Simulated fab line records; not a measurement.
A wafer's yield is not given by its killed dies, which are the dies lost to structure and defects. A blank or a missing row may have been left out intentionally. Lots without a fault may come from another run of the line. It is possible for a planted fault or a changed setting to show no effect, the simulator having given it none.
Struck lot and sound lot, side by side || flow berkeleyCmos170 || 18 steps out of a route of 331
Sound: these wafers, L899.1, L899.3, L899.6. The struck wafers were L914.4, L914.5, L914.6. The cause is named last.
At each step with rows: each side's tool, then ch and its chambers, then its first start. Under that, the readings that differ: sound wafers || struck wafers || difference of the means || sigmas: that difference in standard deviations of wafers without a fault.
alike: readings with means less than 2 such deviations apart, plus words and numbers identical on both sides. not compared: withheld readings, readings lacking a value on some wafer, bounds such as >300 that could conceal the same value, and numbers that have no deviation in the record and whose values overlap.
A row with sigmas, a row that says differs or no value, or rows on one side alone: a step with any of these is where the two part. Numbers that don't overlap but have no deviation are shown without sigmas and don't part them. A reading missing from all wafers of one side parts the sides only when that side holds two or more wafers.

first, 4 steps without rows for these wafers: UCB170_NWELL_WET_ETCH_19 (etches SiO2 in BOE, time 22 s); UCB170_PWELL_CLEAN_00 (cleans in SPM, time 600 s); UCB170_PWELL_CLEAN_01 (cleans in dHF, time 60 s); UCB170_PWELL_OXIDATION_02 (target thk 26.4 nm, ox time 1260 s).
UCB170_PWELL_THK_MEAS_03:
  sound on filmMetro-04, day 2 22:20; struck on filmMetro-02, day 6 07:58
  alike: PWELL_OXIDE_THK
then, 2 steps without rows for these wafers: UCB170_PWELL_ANNEAL_04 (time 900 s); UCB170_PWELL_CVD_05 (deposits Si3N4 from SiH2Cl2/NH3, target thk 220 nm, time 3300 s).
UCB170_PWELL_THK_MEAS_06:
  sound on filmMetro-02, day 3 04:29; struck on filmMetro-03, day 6 14:37
  alike: PWELL_NITRIDE_THK
then, 4 steps without rows for these wafers: UCB170_PWELL_HMDS_07 (prime time 60 s); UCB170_PWELL_COAT_08 (resist thk 900 nm); UCB170_PWELL_SOFTBAKE_09 (time 60 s); UCB170_PWELL_EXPOSE_10 (exposes mask PWELL, target cd 3000 nm).
UCB170_PWELL_PEB_11:
  sound on lithoTrack-04 ch 0, day 3 05:28; struck on lithoTrack-04 ch 0, day 6 15:25
{"reading": "heaterPowerTotalW (W)", "sound": "56.73 56.80 56.75", "struck": "58.52 58.54 58.53", "difference": "+1.77", "sigmas": "+37"}
{"reading": "plateTempC (C)", "sound": "129.90 129.91 130.00", "struck": "133.19 133.08 132.88", "difference": "+3.11", "sigmas": "+22"}
then, 1 step without rows for these wafers: UCB170_PWELL_DEVELOP_12 (develop time 45 s).
UCB170_PWELL_OVL_MEAS_13:
  sound on overlay-01, day 3 05:44; struck on overlay-02, day 6 15:38
  alike: PWELL_OVL
UCB170_PWELL_ETCH_14: etches Si3N4 in CH3F/Ar/O2, stops on SiO2, target depth 242 nm, time 151 s.
  sound on rieDiel-01 ch 0,3, day 3 05:46; struck on rieDiel-02 ch 0,2,3, day 6 15:43
{"reading": "model.PWELL.cdNm (nm)", "sound": "3000 3001 2999", "struck": "3018 3019 3020", "difference": "+19", "sigmas": ""}
  alike: drypumpMotorCurrentA, oesProductAu, throttleValvePct
  not compared: rfHoursCounterH
next, for these wafers, 1 step has no rows: UCB170_PWELL_IMPLANT_15.
-- the record jumps here: 5 days lie between the struck wafers' starts before and after (it left off in module PWELL and takes up again in module M3, whose first step shown is number 331 of the route) --
UCB170_M3_PROBE_99:
  the record has rows for the struck wafers here (prober-02, day 12 00:41) and none for the sound ones

WHERE THEY PART
Earliest at UCB170_PWELL_PEB_11; latest, in this record, at UCB170_M3_PROBE_99.

WHY: what had been put in by the simulator
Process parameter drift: lithoTrack-04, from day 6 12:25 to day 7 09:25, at UCB170_PWELL_PEB_11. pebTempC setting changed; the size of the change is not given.
